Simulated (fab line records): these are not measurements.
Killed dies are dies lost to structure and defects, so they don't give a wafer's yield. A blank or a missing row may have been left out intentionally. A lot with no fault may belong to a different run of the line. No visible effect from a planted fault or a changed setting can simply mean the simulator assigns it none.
fab line records	flow rit_cmos
[record] lots = 7	wafers = 21	last_day = 7
route steps=202 shown REOX@99 NLDD@103 PLDD@114 SPACER@125 NSD@131 M1@202
lots that met no fault: taken from a fault-free run of the same line
start_h: hours from the record's opening day to when the first of the lot's shown wafers began	wait_h: hours since the lot's step before	" as in the row above	L1.1+2: several wafers, shown together as one row	- value missing, or start not given	* or withheld: withheld	< > ~ a bound
route shown NAME@n: a module of which the file shows steps, and the number in the route of the first	usual: average and standard deviation across the fault-free wafers	same: alike in all rows	chamber/n: place in a boat	sites: readings site by site	_std_site: standard deviation of those values	_edge_site: mean of outer sites minus mean of inner sites	radius_mm: for every site, how far away it sits from the centre of the wafer	mask NAME#n: copy n	behind: the tool/chamber that last shaped the wafer	hold: reason for holding the lot/hours on hold/outcome of the hold	device: whichever transistor did not switch (one of n, p or np)	end of line: the tests these same wafers got at the end of their route	for a step that has no rows: nothing shown but its recipe	killed: at the first sort, the dies lost to defects and structure; wafer yield is something else	map: shows each die of a wafer: x if killed, . if not, _ if none is there
set.NAME: the setting that was run; set.NAME@STEP: the one run at that earlier step	model.NAME: the simulator's own value behind a step, which no gauge read
lots at some steps of the route; a table a step, a row a wafer
services: when a tool's chamber went out of use (start_h, in hours from the record's first day, below 0 if earlier), for how many hours, and the reason
[[steps]]
[step RIT_REOX_CLEAN_01]
[recipe] chemistry = dHF	dilution = 50:1	time_s = 30
[step RIT_REOX_CLEAN_02]
[recipe] chemistry = SC2	mix = 3:3:50	time_s = 600	temp_c = 75	dry = n2_spin
[step RIT_REOX_OXIDATION_03]
[recipe] temp_c = 900	ambient = O2	target_thk_a = 252	ox_time_s = 5580
[step RIT_REOX_THK_MEAS_04]
[recipe] reads = SiO2_of_REOX_OXIDATION_03
[usual] REOX_OXIDE_THK = 25.3/0.52
lot.wafer	tool	chamber	start_h	wait_h	REOX_OXIDE_THK[nm]
L640.1	film_metro-01	-	61.99	0.0	25.8
L640.5	"	-	"	"	25.4
L640.6	"	-	"	"	25.3
L646.2	film_metro-03	-	90.76	0.0	25.9
L646.4	"	-	"	"	26.1
L646.5	"	-	"	"	26.4
L647.1	film_metro-01	-	95.26	0.0	26.0
L647.2	"	-	"	"	25.6
L647.3	"	-	"	"	26.1
L653.3	film_metro-01	-	125.25	0.0	25.3
L653.4	"	-	"	"	25.0
L653.5	"	-	"	"	25.0
L655.3	film_metro-04	-	135.95	0.0	24.2
L655.5	"	-	"	"	24.3
L655.6	"	-	"	"	24.5
L657.1	film_metro-01	-	145.62	0.0	25.3
L657.3	"	-	"	"	25.2
L657.6	"	-	"	"	25.1
L659.1	film_metro-04	-	156.86	0.0	24.7
L659.5	"	-	"	"	24.1
L659.6	"	-	"	"	24.7
[step RIT_NLDD_HMDS_00]
[recipe] prime_time_s = 60	prime_temp_c = 140
[step RIT_NLDD_COAT_01]
[recipe] resist = NOVOLAK	spin_rpm = 3250	resist_thk_nm = 1000
[step RIT_NLDD_SOFTBAKE_02]
[recipe] resist = NOVOLAK	temp_c = 90.54	time_s = 60
[step RIT_NLDD_EXPOSE_03]
[recipe] mask_id = M7	na = 0.57	target_cd_nm = 40700	dose_mj = 250
[step RIT_NLDD_PEB_04]
[recipe] resist = NOVOLAK	temp_c = withheld	time_s = withheld
[step RIT_NLDD_DEVELOP_05]
[recipe] resist = NOVOLAK	develop_time_s = 50	dev_temp_c = 23
[step RIT_NLDD_OVL_MEAS_06]
[usual] NLDD_OVL = -0.3/1.6
lot.wafer	tool	chamber	start_h	wait_h	NLDD_OVL[nm]
L640.1	overlay-02	-	62.90	-	-1.5
L640.5	"	-	"	"	-1.9
L640.6	"	-	"	"	-0.8
L646.2	overlay-02	-	91.79	-	1.2
L646.4	"	-	"	"	1.5
L646.5	"	-	"	"	1.4
L647.1	overlay-01	-	96.35	-	-1.5
L647.2	"	-	"	"	-0.1
L647.3	"	-	"	"	-1.9
L653.3	overlay-01	-	126.27	-	1.2
L653.4	"	-	"	"	0.4
L653.5	"	-	"	"	0.6
L655.3	overlay-01	-	136.97	-	-1.4
L655.5	"	-	"	"	-2.7
L655.6	"	-	"	"	-2.4
L657.1	overlay-01	-	146.53	-	1.8
L657.3	"	-	"	"	3.2
L657.6	"	-	"	"	2.9
L659.1	overlay-02	-	157.89	-	-1.9
L659.5	"	-	"	"	-1.6
L659.6	"	-	"	"	-2.6
[step RIT_NLDD_HARDBAKE_07]
[recipe] resist = NOVOLAK	temp_c = 140	time_s = 60
[step RIT_NLDD_IMPLANT_08]
[recipe] species = P	energy_kev = 20	dose_cm2 = 4.95e+14	tilt_deg = 7
[usual] dose_ions_cm2 = 4.95e+14/6e+11
lot.wafer	tool	chamber	start_h	wait_h	dose_ions_cm2
L640.1	implanter-03	0	63.09	0.1	4.96e+14
L640.5	"	0	"	"	4.957e+14
L640.6	"	0	"	"	4.965e+14
L646.2	implanter-03	0	91.99	0.1	4.93e+14
L646.4	"	0	"	"	4.942e+14
L646.5	"	0	"	"	4.94e+14
L646.2	implanter-03	0	92.31	0.3	4.956e+14
L646.4	"	0	"	"	4.954e+14
L646.5	"	0	"	"	4.95e+14
L647.1	implanter-03	0	96.54	0.1	4.955e+14
L647.2	"	0	"	"	4.953e+14
L647.3	"	0	"	"	4.956e+14
L647.1	implanter-03	0	96.85	0.3	4.951e+14
L647.2	"	0	"	"	4.947e+14
L647.3	"	0	"	"	4.948e+14
L653.3	implanter-04	0	126.75	0.1	4.948e+14
L653.4	"	0	"	"	4.946e+14
L653.5	"	0	"	"	4.952e+14
L653.3	implanter-04	0	127.06	0.3	4.955e+14
L653.4	"	0	"	"	4.947e+14
L653.5	"	0	"	"	4.95e+14
L655.3	implanter-04	0	137.20	0.1	4.944e+14
L655.5	"	0	"	"	4.947e+14
L655.6	"	0	"	"	4.95e+14
L657.1	implanter-02	0	146.72	0.1	4.948e+14
L657.3	"	0	"	"	4.952e+14
L657.6	"	0	"	"	4.948e+14
L659.1	implanter-02	0	158.18	0.1	4.941e+14
L659.5	"	0	"	"	4.949e+14
L659.6	"	0	"	"	4.954e+14
[step RIT_NLDD_STRIP_09]
[recipe] chemistry = O2	time_s = 180	resist = NOVOLAK	platen_temp_c = withheld	power_w = 500	pressure_mtorr = 4000	o2_flow_sccm = 4000
[usual] drypump_motor_current_A = 5.5/0.49
lot.wafer	tool	chamber	start_h	wait_h	drypump_motor_current_A	rf_hours_counter_h
L640.1	plasma_asher-04	0	63.24	0.1	5.2	30
L640.5	"	0	"	"	5.2	-
L640.6	"	1	"	"	5.6	-
L646.2	plasma_asher-04	0	92.44	0.1	5.2	34
L646.4	"	0	"	"	5.2	-
L646.5	"	1	"	"	5.6	-
L647.1	plasma_asher-03	1	97.00	0.1	6.0	48
L647.2	"	0	"	"	5.1	48
L647.3	"	1	"	"	6.0	-
L653.3	plasma_asher-02	1	127.55	0.5	4.9	-
L653.4	"	0	"	"	6.3	-
L653.5	"	1	"	"	4.9	-
L655.3	plasma_asher-02	1	137.36	0.1	4.9	-
L655.5	"	1	"	"	4.9	-
L655.6	"	0	"	"	6.3	-
L657.1	plasma_asher-03	1	146.87	0.1	6.0	54
L657.3	"	0	"	"	5.2	-
L657.6	"	0	"	"	5.2	-
L659.1	plasma_asher-03	0	158.33	0.1	5.1	54
L659.5	"	0	"	"	5.2	-
L659.6	"	1	"	"	6.0	-
[step RIT_NLDD_TW_MEAS_10]
[usual] NLDD_TW = 2484/12
lot.wafer	tool	chamber	start_h	wait_h	NLDD_TW
L640.1	film_metro-03	-	63.41	0.1	2480
L640.5	"	-	"	"	2474
L640.6	"	-	"	"	2471
L646.2	film_metro-03	-	92.62	0.1	2939
L646.4	"	-	"	"	2950
L646.5	"	-	"	"	2929
L647.1	film_metro-02	-	97.22	0.2	2942
L647.2	"	-	"	"	2933
L647.3	"	-	"	"	2943
L653.3	film_metro-04	-	127.69	0.1	2923
L653.4	"	-	"	"	2928
L653.5	"	-	"	"	2934
L655.3	film_metro-02	-	137.49	0.1	2479
L655.5	"	-	"	"	2496
L655.6	"	-	"	"	2483
L657.1	film_metro-04	-	147.04	0.1	2485
L657.3	"	-	"	"	2480
L657.6	"	-	"	"	2491
L659.1	film_metro-02	-	158.50	0.1	2506
L659.5	"	-	"	"	2501
L659.6	"	-	"	"	2502
[step RIT_PLDD_HMDS_00]
[recipe] prime_time_s = 60	prime_temp_c = 140
[step RIT_PLDD_COAT_01]
[recipe] resist = NOVOLAK	spin_rpm = 3250	resist_thk_nm = 1000
[step RIT_PLDD_SOFTBAKE_02]
[recipe] resist = NOVOLAK	temp_c = 90	time_s = 60
[step RIT_PLDD_EXPOSE_03]
[recipe] mask_id = M8	na = 0.57	target_cd_nm = 40900	dose_mj = 250
[step RIT_PLDD_PEB_04]
[recipe] resist = NOVOLAK	temp_c = withheld	time_s = withheld
[step RIT_PLDD_DEVELOP_05]
[recipe] resist = NOVOLAK	develop_time_s = 50	dev_temp_c = 23
[step RIT_PLDD_OVL_MEAS_06]
[usual] PLDD_OVL = -0.6/1.5
lot.wafer	tool	chamber	start_h	wait_h	PLDD_OVL[nm]
L640.1	overlay-02	-	64.32	-	-1.1
L640.5	"	-	"	"	-2.4
L640.6	"	-	"	"	-0.3
L646.2	overlay-02	-	93.73	-	-0.3
L646.4	"	-	"	"	-0.1
L646.5	"	-	"	"	1.1
L647.1	overlay-02	-	98.13	-	1.6
L647.2	"	-	"	"	1.4
L647.3	"	-	"	"	1.7
L653.3	overlay-01	-	128.59	-	-1.5
L653.4	"	-	"	"	-2.4
L653.5	"	-	"	"	-1.2
L655.3	overlay-02	-	138.52	-	-1.0
L655.5	"	-	"	"	-2.1
L655.6	"	-	"	"	-1.3
L657.1	overlay-02	-	147.95	-	-1.6
L657.3	"	-	"	"	-1.2
L657.6	"	-	"	"	-1.9
L659.1	overlay-02	-	159.41	-	-0.2
L659.5	"	-	"	"	0.4
L659.6	"	-	"	"	-0.3
[step RIT_PLDD_HARDBAKE_07]
[recipe] resist = NOVOLAK	temp_c = 140	time_s = 60
[step RIT_PLDD_IMPLANT_08]
[recipe] species = BF2	energy_kev = 20	dose_cm2 = 9e+14	tilt_deg = 7
[step RIT_PLDD_STRIP_09]
[recipe] chemistry = O2	time_s = 180	resist = NOVOLAK	platen_temp_c = withheld	power_w = 500	pressure_mtorr = 4000	o2_flow_sccm = 4000
[usual] drypump_motor_current_A = 5.5/0.3
lot.wafer	tool	chamber	start_h	wait_h	drypump_motor_current_A	rf_hours_counter_h
L640.1	plasma_asher-04	1	64.66	0.1	5.6	30
L640.5	"	0	"	"	5.2	-
L640.6	"	1	"	"	5.6	-
L646.2	plasma_asher-03	1	94.18	0.1	6.0	48
L646.4	"	1	"	"	6.0	-
L646.5	"	0	"	"	5.2	-
L647.1	plasma_asher-01	1	98.46	0.1	5.7	46
L647.2	"	0	"	"	5.6	46
L647.3	"	1	"	"	5.6	-
L653.3	plasma_asher-03	1	128.98	0.1	6.1	-
L653.4	"	0	"	"	5.1	-
L653.5	"	1	"	"	6.0	-
L655.3	plasma_asher-04	0	138.90	0.1	5.2	-
L655.5	"	1	"	"	5.6	-
L655.6	"	0	"	"	5.2	-
L657.1	plasma_asher-01	0	148.29	0.1	5.6	51
L657.3	"	0	"	"	5.6	-
L657.6	"	0	"	"	5.6	-
L659.1	plasma_asher-01	0	159.75	0.1	5.6	52
L659.5	"	1	"	"	5.6	-
L659.6	"	0	"	"	5.6	-
[step RIT_PLDD_TW_MEAS_10]
[usual] PLDD_TW = 2344/10
lot.wafer	tool	chamber	start_h	wait_h	PLDD_TW
L640.1	film_metro-04	-	64.83	0.1	2336
L640.5	"	-	"	"	2350
L640.6	"	-	"	"	2343
L646.2	film_metro-02	-	94.37	0.1	2341
L646.4	"	-	"	"	2350
L646.5	"	-	"	"	2344
L647.1	film_metro-02	-	98.64	0.1	2337
L647.2	"	-	"	"	2339
L647.3	"	-	"	"	2340
L653.3	film_metro-04	-	129.18	0.1	2336
L653.4	"	-	"	"	2332
L653.5	"	-	"	"	2337
L655.3	film_metro-02	-	139.04	0.1	2352
L655.5	"	-	"	"	2350
L655.6	"	-	"	"	2355
L657.1	film_metro-04	-	148.46	0.1	2350
L657.3	"	-	"	"	2348
L657.6	"	-	"	"	2354
L659.1	film_metro-02	-	159.92	0.1	2356
L659.5	"	-	"	"	2368
L659.6	"	-	"	"	2368
[step RIT_SPACER_CLEAN_00]
[recipe] chemistry = SC1	mix = 3:3:50	time_s = 600	temp_c = 75
[step RIT_SPACER_CLEAN_01]
[recipe] chemistry = dHF	dilution = 50:1	time_s = 30
[step RIT_SPACER_CLEAN_02]
[recipe] chemistry = SC2	mix = 3:3:50	time_s = 600	temp_c = 75	dry = n2_spin
[step RIT_SPACER_CVD_03]
[recipe] material = Si3N4	target_thk_nm = 250	temp_c = 810	precursor = SiH2Cl2/NH3	time_s = 3300	pressure_mtorr = 300	sih2cl2_flow_sccm = 60	nh3_flow_sccm = 150
[step RIT_SPACER_THK_MEAS_04]
[recipe] reads = Si3N4_of_SPACER_CVD_03
[usual] SPACER_NITRIDE_THK = 250.3/2.5
lot.wafer	tool	chamber	start_h	wait_h	SPACER_NITRIDE_THK[nm]
L640.1	film_metro-03	-	67.18	0.0	248.7
L640.5	"	-	"	"	248.4
L640.6	"	-	"	"	249.0
L646.2	film_metro-02	-	96.73	0.0	254.3
L646.4	"	-	"	"	254.4
L646.5	"	-	"	"	255.4
L647.1	film_metro-03	-	101.75	0.0	250.6
L647.2	"	-	"	"	252.0
L647.3	"	-	"	"	248.3
L653.3	film_metro-01	-	134.05	0.0	254.1
L653.4	"	-	"	"	252.4
L653.5	"	-	"	"	254.9
L655.3	film_metro-02	-	141.38	0.0	250.6
L655.5	"	-	"	"	249.4
L655.6	"	-	"	"	250.2
L657.1	film_metro-01	-	152.88	0.0	247.9
L657.3	"	-	"	"	245.7
L657.6	"	-	"	"	248.1
L659.1	film_metro-01	-	163.22	0.0	251.6
L659.5	"	-	"	"	250.5
L659.6	"	-	"	"	248.2
[step RIT_SPACER_ETCHBACK_05]
[recipe] target_depth_a = 2500	SF6_flow_sccm = 30	CHF3_flow_sccm = 30	target = Si3N4	chemistry = SF6/CHF3	pressure_mtorr = 40	rf_w = 250	time_s = 240	stop_on = SiO2
[usual] drypump_motor_current_A = 5.6/0.37	oes_product_au = 0.844/0.016	throttle_valve_pct = 10.40/0.12
lot.wafer	tool	chamber	start_h	wait_h	drypump_motor_current_A	oes_product_au	rf_hours_counter_h	throttle_valve_pct
L640.1	rie_diel-04	0	67.24	0.1	6.2	0.839	3	10.54
L640.5	"	2	"	"	5.1	0.856	-	10.48
L640.6	"	1	"	"	6.1	0.853	-	10.48
L646.2	rie_diel-03	2	96.78	0.0	5.3	0.845	11	10.25
L646.4	"	1	"	"	6.0	0.829	8	10.20
L646.5	"	3	"	"	5.2	0.821	-	10.52
L647.1	rie_diel-03	2	101.81	0.1	5.2	0.833	11	10.27
L647.2	"	3	"	"	5.2	0.825	128	10.52
L647.3	"	1	"	"	6.0	0.822	8	10.21
L653.3	rie_diel-04	2	134.09	0.0	5.1	0.860	109	10.48
L653.4	"	3	"	"	5.4	0.843	58	10.53
L653.5	"	3	"	"	5.4	0.846	-	10.54
L655.3	rie_diel-01	2	141.42	0.0	6.1	0.878	74	10.53
L655.5	"	1	"	"	5.2	0.852	-	10.24
L655.6	"	3	"	"	5.6	0.840	-	10.28
L657.1	rie_diel-03	1	152.94	0.1	6.0	0.822	9	10.19
L657.3	"	2	"	"	5.2	0.822	12	10.26
L657.6	"	2	"	"	5.3	0.837	-	10.27
L659.1	rie_diel-01	2	163.28	0.1	6.1	0.869	75	10.53
L659.5	"	0	"	"	5.6	0.840	-	10.48
L659.6	"	3	"	"	5.6	0.835	-	10.28
[step RIT_NSD_HMDS_00]
[recipe] prime_time_s = 60	prime_temp_c = 140
[step RIT_NSD_COAT_01]
[recipe] resist = NOVOLAK	spin_rpm = 3207	resist_thk_nm = 1000
[step RIT_NSD_SOFTBAKE_02]
[recipe] resist = NOVOLAK	temp_c = 90	time_s = 60
[step RIT_NSD_EXPOSE_03]
[recipe] mask_id = M9	na = 0.57	target_cd_nm = 40700	dose_mj = 250
[step RIT_NSD_PEB_04]
[recipe] resist = NOVOLAK	temp_c = withheld	time_s = withheld
[step RIT_NSD_DEVELOP_05]
[recipe] resist = NOVOLAK	develop_time_s = 50	dev_temp_c = 23
[step RIT_NSD_OVL_MEAS_06]
[usual] NSD_OVL = 0.4/1.3
lot.wafer	tool	chamber	start_h	wait_h	NSD_OVL[nm]
L640.1	overlay-01	-	68.24	-	-0.9
L640.5	"	-	"	"	-0.3
L640.6	"	-	"	"	2.7
L646.2	overlay-01	-	97.99	-	0.3
L646.4	"	-	"	"	0.0
L646.5	"	-	"	"	0.9
L647.1	overlay-01	-	103.43	-	1.6
L647.2	"	-	"	"	1.1
L647.3	"	-	"	"	1.6
L653.3	overlay-01	-	135.63	-	3.0
L653.4	"	-	"	"	2.0
L653.5	"	-	"	"	1.1
L655.3	overlay-01	-	142.56	-	0.2
L655.5	"	-	"	"	-1.7
L655.6	"	-	"	"	-0.7
L657.1	overlay-01	-	154.06	-	1.7
L657.3	"	-	"	"	1.4
L657.6	"	-	"	"	1.5
L659.1	overlay-02	-	164.28	-	1.3
L659.5	"	-	"	"	0.7
L659.6	"	-	"	"	2.3
[step RIT_NSD_HARDBAKE_07]
[recipe] resist = NOVOLAK	temp_c = 140	time_s = 60
[step RIT_NSD_IMPLANT_08]
[recipe] species = P	energy_kev = 25.35	dose_cm2 = 1e+15	tilt_deg = 7
[step RIT_NSD_STRIP_09]
[recipe] chemistry = O2	time_s = 180	resist = NOVOLAK	platen_temp_c = withheld	power_w = 500	pressure_mtorr = 4000	o2_flow_sccm = 4000
[usual] drypump_motor_current_A = 5.6/0.49
lot.wafer	tool	chamber	start_h	wait_h	drypump_motor_current_A	rf_hours_counter_h
L640.1	plasma_asher-03	1	68.57	0.1	6.0	45
L640.5	"	1	"	"	6.1	-
L640.6	"	0	"	"	5.2	-
L646.2	plasma_asher-02	1	98.32	0.1	4.9	39
L646.4	"	1	"	"	4.8	-
L646.5	"	1	"	"	4.9	-
L647.1	plasma_asher-01	0	104.03	0.1	5.7	46
L647.2	"	1	"	"	5.7	46
L647.3	"	1	"	"	5.7	-
L653.3	plasma_asher-02	0	136.08	0.1	6.3	-
L653.4	"	1	"	"	4.9	-
L653.5	"	0	"	"	6.3	-
L655.3	plasma_asher-03	1	142.94	0.1	6.0	-
L655.5	"	1	"	"	6.0	-
L655.6	"	0	"	"	5.1	-
L657.1	plasma_asher-01	0	154.40	0.1	5.6	52
L657.3	"	0	"	"	5.6	-
L657.6	"	0	"	"	5.6	-
L659.1	plasma_asher-01	1	164.62	0.1	5.6	53
L659.5	"	1	"	"	5.6	-
L659.6	"	0	"	"	5.6	-
[step RIT_SDANNEAL_RS_MEAS_07]
[recipe] thk_meas_gauge = four-point-probe
[usual] NLDD_RS = 152.6/0.63
lot.wafer	tool	chamber	start_h	wait_h	NLDD_RS[ohm/sq]
L640.1	film_metro-02	-	71.27	0.1	152.6
L640.5	"	-	"	"	152.6
L640.6	"	-	"	"	152.9
L646.2	film_metro-04	-	101.24	0.1	87.1
L646.4	"	-	"	"	86.9
L646.5	"	-	"	"	86.9
L647.1	film_metro-04	-	107.36	0.1	87.3
L647.2	"	-	"	"	87.4
L647.3	"	-	"	"	87.3
L653.3	film_metro-02	-	139.24	0.1	86.6
L653.4	"	-	"	"	86.7
L653.5	"	-	"	"	86.8
L655.3	film_metro-02	-	145.49	0.1	152.3
L655.5	"	-	"	"	153.7
L655.6	"	-	"	"	152.8
L657.1	film_metro-02	-	156.98	0.1	153.0
L657.3	"	-	"	"	153.1
L657.6	"	-	"	"	153.1
L659.1	film_metro-04	-	167.43	0.1	152.6
L659.5	"	-	"	"	152.7
L659.6	"	-	"	"	152.2
[step RIT_M1_PROBE_99]
[usual] killed_at_contacts = 0.1/0.27	killed_at_front_end = 7.2/2.9	killed_dies = 7.3/2.9	killed_open = 3.6/1.9	killed_short = 3.8/1.9
[same] gross_dies = 264	killed_at_M0_to_M3 = 0	killed_at_M4_up = 0	killed_at_back_side = 0	killed_at_other = 0
lot.wafer	tool	chamber	start_h	wait_h	killed_at_contacts	killed_at_front_end	killed_dies	killed_open	killed_short
L646.2	prober-01	-	109.38	0.1	0	6	6	3	3
L646.4	prober-01	-	109.48	0.2	0	6	6	3	3
L646.5	prober-01	-	109.53	0.2	0	6	6	3	3
L647.1	prober-02	-	114.99	0.1	0	7	7	4	3
L647.2	prober-02	-	115.04	0.1	0	7	7	3	4
L647.3	prober-02	-	115.09	0.2	0	5	5	3	2
L653.3	prober-02	-	147.42	0.2	1	6	7	4	3
L653.4	prober-02	-	147.47	0.2	0	7	7	4	3
L653.5	prober-02	-	147.52	0.2	1	9	10	5	5
L655.3	prober-02	-	152.56	0.2	0	8	8	3	5
L655.5	prober-02	-	152.66	0.2	0	5	5	2	3
L655.6	prober-02	-	152.71	0.2	0	10	10	6	4
L657.1	prober-02	-	166.02	0.1	0	10	10	6	4
L657.3	prober-02	-	166.12	0.2	0	5	5	4	1
L657.6	prober-02	-	166.27	0.2	0	7	7	2	5
L659.1	prober-02	-	174.74	0.1	0	9	9	6	3
L659.5	prober-02	-	174.94	0.2	0	8	8	2	6
L659.6	prober-02	-	174.99	0.2	0	6	6	2	4
// killed by level:class
L646.2 SPACER:geometric_particle:open=2 GATE:geometric_particle:open=1 GATE:geometric_particle:short=1 SPACER:geometric_particle:short=1 SILICIDE:geometric_particle:short=1
L646.4 GATE:geometric_particle:open=2 FOX1:geometric_particle:open=1 FOX1:geometric_particle:short=1 GATE:geometric_particle:short=1 REOX:geometric_particle:short=1
L646.5 GATE:geometric_particle:open=2 REOX:geometric_particle:short=2 GATE:geometric_particle:short=1 SILICIDE:geometric_particle:open=1
L647.1 SPACER:geometric_particle:short=2 SPACER:geometric_particle:open=2 GATE:geometric_particle:open=1 SILICIDE:geometric_particle:open=1 SILICIDE:geometric_particle:short=1
L647.2 FOX1:geometric_particle:short=2 SPACER:geometric_particle:open=2 SPACER:geometric_particle:short=2 REOX:geometric_particle:open=1
L647.3 GATE:geometric_particle:open=1 REOX:geometric_particle:open=1 SPACER:geometric_particle:short=1 SILICIDE:geometric_particle:open=1 SILICIDE:geometric_particle:short=1
L653.3 GATE:geometric_particle:open=2 GATE:geometric_particle:short=2 FOX1:geometric_particle:open=1 SPACER:geometric_particle:open=1 CONTACT:geometric_particle:short=1
L653.4 REOX:geometric_particle:open=2 FOX2:geometric_particle:open=1 FOX2:geometric_particle:short=1 GATE:geometric_particle:short=1 GATE:geometric_particle:open=1 REOX:geometric_particle:short=1
L653.5 FOX2:geometric_particle:open=3 SILICIDE:geometric_particle:short=2 FOX1:geometric_particle:short=1 FOX2:geometric_particle:short=1 GATE:geometric_particle:open=1 SPACER:geometric_particle:open=1 CONTACT:geometric_particle:short=1
L655.3 REOX:geometric_particle:short=3 FOX2:geometric_particle:short=2 FOX2:geometric_particle:open=2 SILICIDE:geometric_particle:open=1
L655.5 REOX:geometric_particle:short=3 GATE:geometric_particle:open=1 REOX:geometric_particle:open=1
L655.6 GATE:geometric_particle:open=3 GATE:geometric_particle:short=2 FOX1:geometric_particle:open=1 FOX2:geometric_particle:short=1 FOX2:geometric_particle:open=1 SPACER:geometric_particle:open=1 SPACER:geometric_particle:short=1
L657.1 SPACER:geometric_particle:open=3 FOX1:geometric_particle:open=2 GATE:geometric_particle:short=2 REOX:geometric_particle:short=2 GATE:geometric_particle:open=1
L657.3 FOX2:geometric_particle:open=1 GATE:geometric_particle:short=1 GATE:geometric_particle:open=1 REOX:geometric_particle:open=1 SPACER:geometric_particle:open=1
L657.6 REOX:geometric_particle:short=2 REOX:geometric_particle:open=2 FOX1:geometric_particle:short=1 GATE:geometric_particle:short=1 SILICIDE:geometric_particle:short=1
L659.1 GATE:geometric_particle:open=3 REOX:geometric_particle:open=2 FOX1:geometric_particle:short=1 FOX2:geometric_particle:short=1 FOX2:geometric_particle:open=1 SPACER:geometric_particle:short=1
L659.5 GATE:geometric_particle:short=4 SPACER:geometric_particle:open=1 SPACER:geometric_particle:short=1 SILICIDE:geometric_particle:short=1 SILICIDE:geometric_particle:open=1
L659.6 SILICIDE:geometric_particle:short=2 ACTIVE:geometric_particle:open=1 FOX1:geometric_particle:short=1 GATE:geometric_particle:open=1 GATE:geometric_particle:short=1
[[services]]
tool	chamber	start_h	hours	kind
implanter-04	-	70.29	3.6	pm
rie_diel-03	1	76.94	5.7	repair
rie_diel-01	2	77.17	2.2	repair
plasma_asher-01	-	83.32	14.6	pm
rie_diel-01	2	89.83	1.3	repair
implanter-04	-	105.84	5.2	repair
plasma_asher-02	-	108.75	9.0	pm
plasma_asher-02	0	108.75	9.0	vent_cycle
plasma_asher-02	1	108.75	9.0	vent_cycle
rie_diel-04	3	109.86	1.9	repair
rie_diel-03	2	116.15	2.5	repair
plasma_asher-02	-	117.75	2.8	pm
plasma_asher-02	0	117.75	-	clean
plasma_asher-02	1	117.75	-	clean
rie_diel-03	-	120.86	4.3	pm
rie_diel-01	0	135.18	18.1	repair
rie_diel-03	3	146.38	4.0	repair
implanter-03	-	154.72	2.3	repair
implanter-03	-	156.97	4.6	pm
rie_diel-04	3	160.35	4.1	repair
[[key]]
[first_sign] step = RIT_NLDD_IMPLANT_08	reading = visit	direction = added
[effect] step = RIT_NLDD_TW_MEAS_10	reading = NLDD_TW	direction = up	sigmas = 38	usual = 2484	struck = 2936
[effect] step = RIT_SDANNEAL_RS_MEAS_07	reading = NLDD_RS	direction = down	sigmas = 99+	usual = 152.6	struck = 87.0
met_at RIT_NLDD_IMPLANT_08
struck_wafers L646.2,L646.4,L646.5,L647.1,L647.2,L647.3,L653.3,L653.4,L653.5
tester_left_out L646,L647,L653
[fault] kind = repeated_step_whole	tool = implanter-02,implanter-03,implanter-04	chamber = -	onset_h = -	steps = RIT_NLDD_IMPLANT_08	times = 1	scope = struck_lots_only
// tester_left_out: of these lots the tester's yield and bins aren't shown, on N5 and GAA mostly nor the transistor test; their killed dies are dies lost to structure and defects alone, not to doping, threshold or leakage, so they don't give the yield
